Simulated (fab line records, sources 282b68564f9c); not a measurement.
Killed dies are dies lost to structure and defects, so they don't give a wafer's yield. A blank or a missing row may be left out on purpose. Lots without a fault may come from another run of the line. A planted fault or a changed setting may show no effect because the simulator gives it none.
fab line records | flow rit_cmos
record lots=7 wafers=21 last_day=7
route steps=202 shown NSD@138 PSD@142 SDANNEAL@153 M1@202
lots that met no fault: from a run of the same line without faults
start_h: hours from the record's first day to the start of the lot's first wafer shown | wait_h: hours since the lot's step before | " the same as in the row above | L1.1+2: a row that stands for several wafers | - no value, or no start given | * or withheld: withheld | < > ~ a bound
route shown NAME@n: a module of which the file shows steps, and the number in the route of the first | usual: mean/standard deviation of fault-free wafers | same: alike in all rows | chamber/n: place in a boat | sites: the reading at each site | _std_site: their standard deviation | _edge_site: outer sites' mean less inner sites' | radius_mm: how far each site lies from the wafer's centre | mask NAME#n: copy n | behind: the tool/chamber that last shaped the wafer | hold: why the lot was held/for how many hours/how that ended | device: the transistor (n, p or np) that didn't switch | end of line: the same wafers' tests at the end of the route | a step without rows: its recipe alone | killed: dies lost to structure and defects at the first sort, not the wafer's yield | map: a wafer's dies, x killed, . not, _ none there
set.NAME: the setting as run; set.NAME@STEP: as run at that earlier step | model.NAME: the simulator's own value behind a step, which no gauge read
lots at some steps of the route; a table a step, a row a wafer
services: from which hour (start_h, from the record's first day; less than 0 if before it) a tool's chamber was out of use, for how many hours, and why
## steps
# step RIT_NSD_HARDBAKE_07
# recipe resist=NOVOLAK temp_c=140 time_s=60
# step RIT_NSD_IMPLANT_08
# recipe species=P energy_kev=25 dose_cm2=1.023e+15 tilt_deg=7
# step RIT_NSD_STRIP_09
# recipe chemistry=O2 time_s=180 resist=NOVOLAK platen_temp_c=withheld power_w=500 pressure_mtorr=4000 o2_flow_sccm=4000
# usual chamber_pressure_mTorr=4000/4.8 drypump_motor_current_A=5.8/0.38
# same time_s=180
# columns lot.wafer tool chamber start_h wait_h chamber_pressure_mTorr drypump_motor_current_A rf_hours_counter_h
L784.4 plasma_asher-02 0 59.21 0.1 4007 6.5 -
L784.5 " 0 " " 4005 6.5 -
L784.6 " 1 " " 3997 5.8 -
L790.2 plasma_asher-03 0 92.55 0.1 4009 5.7 35
L790.3 " 1 " " 4003 5.6 -
L790.6 " 0 " " 4012 5.7 -
L791.2 plasma_asher-04 1 95.17 0.1 3998 5.4 27
L791.5 " 0 " " 3996 5.6 -
L791.6 " 1 " " 4004 5.4 -
L792.2 plasma_asher-03 1 99.66 0.1 4001 5.6 36
L792.4 " 1 " " 4002 5.6 -
L792.6 " 1 " " 4012 5.6 -
L793.2 plasma_asher-04 0 112.67 0.1 4001 5.6 29
L793.3 " 0 " " 4000 5.6 -
L793.4 " 1 " " 3999 5.4 -
L795.1 plasma_asher-04 0 116.54 0.1 3999 5.6 29
L795.3 " 1 " " 4009 5.4 -
L795.6 " 0 " " 3993 5.6 -
L803.2 plasma_asher-02 1 152.85 0.1 3996 5.8 4
L803.4 " 1 " " 3996 5.8 -
L803.6 " 1 " " 3993 5.8 -
# step RIT_NSD_TW_MEAS_10
# usual NSD_TW=3114/26
# columns lot.wafer tool chamber start_h wait_h NSD_TW
L784.4 film_metro-04 - 59.36 0.1 3105
L784.5 " - " " 3093
L784.6 " - " " 3102
L790.2 film_metro-03 - 92.73 0.1 3096
L790.3 " - " " 3079
L790.6 " - " " 3079
L791.2 film_metro-03 - 95.35 0.1 3075
L791.5 " - " " 3080
L791.6 " - " " 3076
L792.2 film_metro-04 - 99.84 0.1 3137
L792.4 " - " " 3129
L792.6 " - " " 3120
L793.2 film_metro-01 - 112.86 0.1 3147
L793.3 " - " " 3140
L793.4 " - " " 3130
L795.1 film_metro-01 - 116.71 0.1 3146
L795.3 " - " " 3145
L795.6 " - " " 3128
L803.2 film_metro-03 - 153.04 0.1 3089
L803.4 " - " " 3077
L803.6 " - " " 3092
# step RIT_PSD_HMDS_00
# recipe prime_time_s=60 prime_temp_c=140
# step RIT_PSD_COAT_01
# recipe resist=NOVOLAK spin_rpm=3250 resist_thk_nm=1000
# step RIT_PSD_SOFTBAKE_02
# recipe resist=NOVOLAK temp_c=90 time_s=60
# step RIT_PSD_EXPOSE_03
# recipe mask_id=M10 na=0.57 target_cd_nm=40900 dose_mj=250
# step RIT_PSD_PEB_04
# recipe resist=NOVOLAK temp_c=withheld time_s=withheld
# step RIT_PSD_DEVELOP_05
# recipe resist=NOVOLAK develop_time_s=50 dev_temp_c=23
# step RIT_PSD_OVL_MEAS_06
# usual PSD_OVL=0.1/1.2
# columns lot.wafer tool chamber start_h wait_h PSD_OVL[nm]
L784.4 overlay-01 - 60.38 - 0.0
L784.5 " - " " 0.3
L784.6 " - " " -1.3
L790.2 overlay-01 - 93.86 - -0.4
L790.3 " - " " 1.4
L790.6 " - " " 1.5
L791.2 overlay-02 - 96.38 - 1.3
L791.5 " - " " -0.6
L791.6 " - " " -0.1
L792.2 overlay-01 - 101.04 - 1.1
L792.4 " - " " 0.7
L792.6 " - " " 0.4
L793.2 overlay-01 - 113.76 - 1.0
L793.3 " - " " 0.8
L793.4 " - " " 0.7
L795.1 overlay-02 - 117.62 - 1.7
L795.3 " - " " 0.6
L795.6 " - " " -1.6
L803.2 overlay-02 - 154.07 - -1.3
L803.4 " - " " -1.3
L803.6 " - " " 0.4
# step RIT_PSD_HARDBAKE_07
# recipe resist=NOVOLAK temp_c=140 time_s=60
# step RIT_PSD_IMPLANT_08
# recipe species=BF2 energy_kev=27 dose_cm2=5e+15 tilt_deg=7
# usual beam_energy_keV=27.000/0.0092
# columns lot.wafer tool chamber start_h wait_h beam_energy_keV model.implant.rp_nm model.implant.drp_nm
L784.4 implanter-02 0 60.62 0.1 26.986 22.45 12.05
L784.5 " 0 " " 26.986 22.45 12.05
L784.6 " 0 " " 26.989 22.45 12.05
L790.2 implanter-02 0 94.08 0.1 27.005 22.11 12.05
L790.3 " 0 " " 26.996 22.11 12.05
L790.6 " 0 " " 27.000 22.11 12.05
L791.2 implanter-02 0 96.59 0.1 18.905 17.13 9.372
L791.5 " 0 " " 18.897 17.13 9.372
L791.6 " 0 " " 18.885 17.13 9.372
L792.2 implanter-02 0 101.25 0.1 18.917 16.88 9.372
L792.4 " 0 " " 18.893 16.88 9.372
L792.6 " 0 " " 18.913 16.88 9.372
L793.2 implanter-02 0 113.97 0.1 18.889 16.18 9.372
L793.3 " 0 " " 18.909 16.18 9.372
L793.4 " 0 " " 18.904 16.18 9.372
L795.1 implanter-03 0 117.81 0.1 27.005 21.79 12.05
L795.3 " 0 " " 26.999 21.79 12.05
L795.6 " 0 " " 27.004 21.79 12.05
L803.2 implanter-04 0 154.27 0.1 27.006 22.64 12.05
L803.4 " 0 " " 26.999 22.64 12.05
L803.6 " 0 " " 26.992 22.64 12.05
# step RIT_PSD_STRIP_09
# recipe chemistry=O2 time_s=180 resist=NOVOLAK platen_temp_c=withheld power_w=500 pressure_mtorr=4000 o2_flow_sccm=4000
# usual chamber_pressure_mTorr=4000/3.4 drypump_motor_current_A=5.8/0.54
# same time_s=180
# columns lot.wafer tool chamber start_h wait_h chamber_pressure_mTorr drypump_motor_current_A rf_hours_counter_h
L784.4 plasma_asher-02 1 60.76 0.1 3998 5.8 -
L784.5 " 1 " " 3994 5.8 -
L784.6 " 0 " " 3998 6.6 -
L790.2 plasma_asher-02 1 94.20 0.1 3998 5.8 50
L790.3 " 0 " " 3998 6.5 -
L790.6 " 1 " " 3998 5.8 -
L791.2 plasma_asher-01 1 96.71 0.1 3997 4.9 49
L791.5 " 1 " " 4002 4.9 -
L791.6 " 0 " " 3998 5.8 -
L792.2 plasma_asher-01 0 101.37 0.1 4006 5.9 50
L792.4 " 1 " " 4001 4.9 -
L792.6 " 1 " " 3995 4.9 -
L793.2 plasma_asher-04 0 114.09 0.1 4000 5.6 29
L793.3 " 1 " " 4002 5.4 -
L793.4 " 0 " " 3998 5.6 -
L795.1 plasma_asher-02 1 117.96 0.1 3999 5.8 0
L795.3 " 0 " " 4001 6.5 -
L795.6 " 1 " " 3999 5.8 -
L803.2 plasma_asher-01 1 154.40 0.1 3999 4.9 55
L803.4 " 0 " " 3997 5.8 -
L803.6 " 1 " " 4000 4.9 -
# step RIT_PSD_TW_MEAS_10
# usual PSD_TW=3413/34
# columns lot.wafer tool chamber start_h wait_h PSD_TW
L784.4 film_metro-01 - 60.90 0.1 3441
L784.5 " - " " 3443
L784.6 " - " " 3445
L790.2 film_metro-03 - 94.39 0.1 3361
L790.3 " - " " 3373
L790.6 " - " " 3377
L791.2 film_metro-04 - 96.90 0.1 3135
L791.5 " - " " 3142
L791.6 " - " " 3139
L792.2 film_metro-04 - 101.56 0.1 3136
L792.4 " - " " 3133
L792.6 " - " " 3111
L793.2 film_metro-01 - 114.28 0.1 3129
L793.3 " - " " 3132
L793.4 " - " " 3137
L795.1 film_metro-03 - 118.14 0.1 3355
L795.3 " - " " 3357
L795.6 " - " " 3365
L803.2 film_metro-01 - 154.58 0.1 3465
L803.4 " - " " 3438
L803.6 " - " " 3453
# step RIT_SDANNEAL_CLEAN_00
# recipe chemistry=SC1 mix=3:3:50 time_s=600 temp_c=75.53
# step RIT_SDANNEAL_CLEAN_01
# recipe chemistry=dHF dilution=50:1 time_s=30
# step RIT_SDANNEAL_CLEAN_02
# recipe chemistry=SC2 mix=3:3:50 time_s=600 temp_c=75 dry=n2_spin
# step RIT_SDANNEAL_RTA_03
# recipe temp_c=1050 time_s=5 idle_temp_c=600 ramp_up_c_per_s=342 ramp_down_c_per_s=171 cool_to_c=600 ambient=N2
# usual wafer_temp_C_max=1053.4/0.99
# same time_s=5
# columns lot.wafer tool chamber start_h wait_h wafer_temp_C_max
L784.4 rtp_anneal-02 0 61.36 0.0 1052.8
L784.5 " 0 " " 1053.4
L784.6 " 0 " " 1052.3
L790.2 rtp_anneal-02 0 94.82 0.0 1054.1
L790.3 " 0 " " 1053.3
L790.6 " 0 " " 1052.0
L791.2 rtp_anneal-01 0 97.33 0.0 1054.7
L791.5 " 0 " " 1054.5
L791.6 " 0 " " 1052.8
L792.2 rtp_anneal-02 0 101.98 0.0 1053.3
L792.4 " 0 " " 1052.5
L792.6 " 0 " " 1052.5
L793.2 rtp_anneal-01 0 114.70 0.0 1052.1
L793.3 " 0 " " 1052.3
L793.4 " 0 " " 1056.7
L795.1 rtp_anneal-01 0 118.56 0.0 1054.1
L795.3 " 0 " " 1052.5
L795.6 " 0 " " 1053.3
L803.2 rtp_anneal-01 0 155.01 0.0 1053.4
L803.4 " 0 " " 1054.4
L803.6 " 0 " " 1052.9
# step RIT_SDANNEAL_RS_MEAS_04
# recipe thk_meas_gauge=four-point-probe
# usual PSD_RS=115.9/0.33
# columns lot.wafer tool chamber start_h wait_h PSD_RS[ohm/sq]
L784.4 film_metro-04 - 61.45 0.1 116.1
L784.5 " - " " 116.1
L784.6 " - " " 115.9
L790.2 film_metro-01 - 94.88 0.1 115.3
L790.3 " - " " 115.3
L790.6 " - " " 115.3
L791.2 film_metro-03 - 97.39 0.1 138.3
L791.5 " - " " 138.3
L791.6 " - " " 138.9
L792.2 film_metro-03 - 102.05 0.1 138.1
L792.4 " - " " 138.3
L792.6 " - " " 138.1
L793.2 film_metro-03 - 114.77 0.1 138.8
L793.3 " - " " 138.8
L793.4 " - " " 138.3
L795.1 film_metro-03 - 118.62 0.0 115.7
L795.3 " - " " 115.6
L795.6 " - " " 116.1
L803.2 film_metro-03 - 155.08 0.1 115.8
L803.4 " - " " 116.0
L803.6 " - " " 115.8
# step RIT_SDANNEAL_RS_MEAS_05
# recipe thk_meas_gauge=four-point-probe
# usual NSD_RS=83.05/0.28
# columns lot.wafer tool chamber start_h wait_h NSD_RS[ohm/sq]
L784.4 film_metro-04 - 61.57 0.1 83.49
L784.5 " - " " 83.60
L784.6 " - " " 83.57
L790.2 film_metro-01 - 95.00 0.1 82.42
L790.3 " - " " 82.50
L790.6 " - " " 82.24
L791.2 film_metro-03 - 97.51 0.1 83.65
L791.5 " - " " 83.33
L791.6 " - " " 83.52
L792.2 film_metro-03 - 102.17 0.1 82.85
L792.4 " - " " 83.02
L792.6 " - " " 82.79
L793.2 film_metro-03 - 114.89 0.1 82.99
L793.3 " - " " 83.01
L793.4 " - " " 83.06
L795.1 film_metro-03 - 118.74 0.1 83.24
L795.3 " - " " 83.07
L795.6 " - " " 83.34
L803.2 film_metro-03 - 155.20 0.1 83.13
L803.4 " - " " 83.00
L803.6 " - " " 82.97
# step RIT_M1_PROBE_99
# usual killed_at_front_end=7/3 killed_dies=7/3 killed_open=3.2/2 killed_short=3.5/2.1
# same gross_dies=264 killed_at_M0_to_M3=0 killed_at_M4_up=0 killed_at_back_side=0 killed_at_contacts=0 killed_at_other=0
# columns lot.wafer tool chamber start_h wait_h killed_at_front_end killed_dies killed_open killed_short model.etest.contact_pplus.end_ohm_um model.etest.nwell_pinched.rs_ohm_sq model.etest.diode_pplus_nwell.bv_v model.etest.pmos_0p15.junction_log10_a_um model.etest.vpnp.gain model.etest.diode_pplus_nwell.leak_log10_a_cm2 model.etest.diode_pplus_nwell.cj_ff_um2 model.etest.diode_pplus_comb.cj_ff_um2
L784.4 prober-02 - 70.20 0.2 11 11 1 10 43.99 331.4 6.582 -13.83 1.057 -6.343 1.701 1.998
L784.5 prober-02 - 70.25 0.2 12 12 6 6 43.23 338 6.657 -13.66 1.059 -6.211 1.683 1.986
L784.6 prober-02 - 70.30 0.2 6 6 3 3 42.26 334.3 6.642 -13.7 1.054 -6.192 1.684 1.994
L790.2 prober-02 - 102.30 0.1 6 6 2 4 42.66 341.5 6.635 -13.78 1.072 -6.212 1.677 1.988
L790.3 prober-02 - 102.35 0.2 5 5 3 2 44.82 344.6 6.721 -13.89 1.068 -6.095 1.677 1.999
L790.6 prober-02 - 102.50 0.2 7 7 2 5 43.32 343.6 6.648 -13.87 1.079 -6.526 1.688 2.001
L791.2 prober-01 - 105.04 0.1 5 5 3 2 59.78 332.2 6.242 -13.65 0.8444 -5.742 1.867 2.133
L791.5 prober-01 - 105.19 0.2 4 4 2 2 60.87 330.3 6.22 -13.6 0.8176 -5.795 1.851 2.152
L791.6 prober-01 - 105.24 0.2 7 7 6 1 59.52 333.7 6.274 -13.57 0.8306 -6.122 1.865 2.15
L792.2 prober-02 - 110.54 0.1 10 10 4 6 59 329.4 6.223 -13.48 0.815 -5.815 1.879 2.152
L792.4 prober-02 - 110.64 0.2 10 10 7 3 59.8 330.3 6.212 -13.53 0.819 -6.131 1.881 2.167
L792.6 prober-02 - 110.74 0.2 9 9 4 5 60.37 329.1 6.193 -13.43 0.8028 -5.973 1.88 2.158
L793.2 prober-01 - 122.67 0.1 7 7 5 2 63.24 331.9 6.091 -13.21 0.7866 -5.886 1.927 2.189
L793.3 prober-01 - 122.72 0.2 4 4 2 2 61.74 331.1 6.032 -13.35 0.7732 -5.761 1.946 2.2
L793.4 prober-01 - 122.77 0.2 9 9 7 2 64.45 333.3 6.079 -13.43 0.7952 -5.886 1.932 2.197
L795.1 prober-01 - 126.13 0.1 6 6 1 5 44.75 336.4 6.594 -13.67 1.018 -5.928 1.709 2.013
L795.3 prober-01 - 126.23 0.2 9 9 8 1 44.69 339.8 6.649 -13.78 1.059 -6.22 1.702 2.008
L795.6 prober-01 - 126.38 0.2 9 9 4 5 46.32 336.1 6.575 -13.77 1.037 -6.232 1.716 2.018
L803.2 prober-01 - 164.36 0.1 3 3 1 2 43.64 334.4 6.65 -13.72 1.066 -6.218 1.689 1.979
L803.4 prober-01 - 164.46 0.2 4 4 1 3 43.05 334.4 6.665 -13.85 1.065 -6.376 1.67 1.978
L803.6 prober-01 - 164.56 0.2 5 5 3 2 43.33 339.6 6.639 -13.74 1.071 -6.42 1.661 1.979
# killed by level:class
L784.4 GATE:geometric_particle:short=3 SILICIDE:geometric_particle:short=3 FOX1:geometric_particle:short=1 FOX2:geometric_particle:short=1 REOX:geometric_particle:short=1 SPACER:geometric_particle:short=1 SPACER:geometric_particle:open=1
L784.5 FOX1:geometric_particle:open=2 FOX1:geometric_particle:short=2 GATE:geometric_particle:short=2 REOX:geometric_particle:open=2 GATE:geometric_particle:open=1 REOX:geometric_particle:short=1 SILICIDE:geometric_particle:open=1 SILICIDE:geometric_particle:short=1
L784.6 GATE:geometric_particle:open=3 FOX1:geometric_particle:short=1 GATE:geometric_particle:short=1 REOX:geometric_particle:short=1
L790.2 SPACER:geometric_particle:short=2 FOX1:geometric_particle:open=1 GATE:geometric_particle:short=1 REOX:geometric_particle:open=1 REOX:geometric_particle:short=1
L790.3 SPACER:geometric_particle:open=2 ACTIVE:geometric_particle:short=1 FOX2:geometric_particle:open=1 SPACER:geometric_particle:short=1
L790.6 GATE:geometric_particle:short=3 FOX1:geometric_particle:open=1 FOX2:geometric_particle:open=1 REOX:geometric_particle:short=1 SPACER:geometric_particle:short=1
L791.2 GATE:geometric_particle:open=3 SILICIDE:geometric_particle:short=2
L791.5 FOX2:geometric_particle:short=1 GATE:geometric_particle:short=1 SPACER:geometric_particle:open=1 SILICIDE:geometric_particle:open=1
L791.6 GATE:geometric_particle:open=4 FOX1:geometric_particle:short=1 FOX1:geometric_particle:open=1 SPACER:geometric_particle:open=1
L792.2 GATE:geometric_particle:short=2 GATE:geometric_particle:open=2 REOX:geometric_particle:short=2 FOX1:geometric_particle:short=1 FOX1:geometric_particle:open=1 SILICIDE:geometric_particle:short=1 SILICIDE:geometric_particle:open=1
L792.4 GATE:geometric_particle:open=5 GATE:geometric_particle:short=2 FOX2:geometric_particle:short=1 REOX:geometric_particle:open=1 SILICIDE:geometric_particle:open=1
L792.6 SILICIDE:geometric_particle:open=2 FOX1:geometric_particle:short=1 FOX2:geometric_particle:short=1 GATE:geometric_particle:open=1 GATE:geometric_particle:short=1 REOX:geometric_particle:open=1 SPACER:geometric_particle:short=1 SILICIDE:geometric_particle:short=1
L793.2 FOX1:geometric_particle:open=1 FOX1:geometric_particle:short=1 GATE:geometric_particle:open=1 REOX:geometric_particle:short=1 REOX:geometric_particle:open=1 SPACER:geometric_particle:open=1 SILICIDE:geometric_particle:open=1
L793.3 FOX2:geometric_particle:open=1 GATE:geometric_particle:open=1 GATE:geometric_particle:short=1 SPACER:geometric_particle:short=1
L793.4 FOX1:geometric_particle:open=3 FOX1:geometric_particle:short=1 GATE:geometric_particle:open=1 GATE:geometric_particle:short=1 REOX:geometric_particle:open=1 SPACER:geometric_particle:open=1 SILICIDE:geometric_particle:open=1
L795.1 GATE:geometric_particle:short=3 FOX1:geometric_particle:open=1 FOX2:geometric_particle:short=1 SILICIDE:geometric_particle:short=1
L795.3 FOX1:geometric_particle:open=3 SILICIDE:geometric_particle:open=3 GATE:geometric_particle:open=2 SILICIDE:geometric_particle:short=1
L795.6 SILICIDE:geometric_particle:open=3 GATE:geometric_particle:short=2 FOX1:geometric_particle:short=1 FOX2:geometric_particle:short=1 GATE:geometric_particle:open=1 REOX:geometric_particle:short=1
L803.2 GATE:geometric_particle:open=1 GATE:geometric_particle:short=1 SILICIDE:geometric_particle:short=1
L803.4 GATE:geometric_particle:short=2 FOX1:geometric_particle:short=1 GATE:geometric_particle:open=1
L803.6 FOX1:geometric_particle:short=1 GATE:geometric_particle:open=1 REOX:geometric_particle:open=1 SPACER:geometric_particle:open=1 SILICIDE:geometric_particle:short=1
## services
# columns tool chamber start_h hours kind
plasma_asher-04 - 53.58 5.2 repair
plasma_asher-03 - 56.99 10.5 repair
plasma_asher-04 - 67.21 15.6 pm
implanter-03 - 72.41 9.4 repair
plasma_asher-04 - 96.40 2.3 repair
implanter-04 - 103.32 1.2 repair
plasma_asher-02 - 108.75 9.0 pm
plasma_asher-02 0 108.75 9.0 vent_cycle
plasma_asher-02 1 108.75 9.0 vent_cycle
plasma_asher-02 0 117.75 - clean
plasma_asher-02 1 117.75 - clean
plasma_asher-01 - 129.00 5.6 repair
implanter-03 - 146.57 4.5 pm
plasma_asher-01 - 154.90 2.6 repair
## key
first_sign step=RIT_PSD_IMPLANT_08 reading=beam_energy_keV direction=down sigmas=99+ usual=27.000 struck=18.901
effect step=RIT_PSD_TW_MEAS_10 reading=PSD_TW direction=down sigmas=8.2 usual=3413 struck=3133
effect step=RIT_SDANNEAL_RS_MEAS_04 reading=PSD_RS direction=up sigmas=68 usual=115.9 struck=138.4
model_effect step=RIT_PSD_IMPLANT_08 value=implant.rp_nm without=22.2 struck=16.73
model_effect step=RIT_M1_PROBE_99 value=etest.contact_pplus.end_ohm_um without=43.93 struck=60.98
met_at RIT_PSD_IMPLANT_08
struck_wafers L791.2,L791.5,L791.6,L792.2,L792.4,L792.6,L793.2,L793.3,L793.4
tester_left_out L791,L792,L793
onset_between 94.08 96.59
fault kind=process_parameter_drift tool=implanter-02 chamber=- onset_h=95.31 steps=RIT_PSD_IMPLANT_08 channel=energy_kev offset=-8.1 shape=step end_h=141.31 acts_in=these_recipes_only stated=27
# tester_left_out: of these lots the tester's yield and bins aren't shown, on N5 and GAA mostly nor the transistor test; their killed dies are dies lost to structure and defects alone, not to doping, threshold or leakage, so they don't give the yield
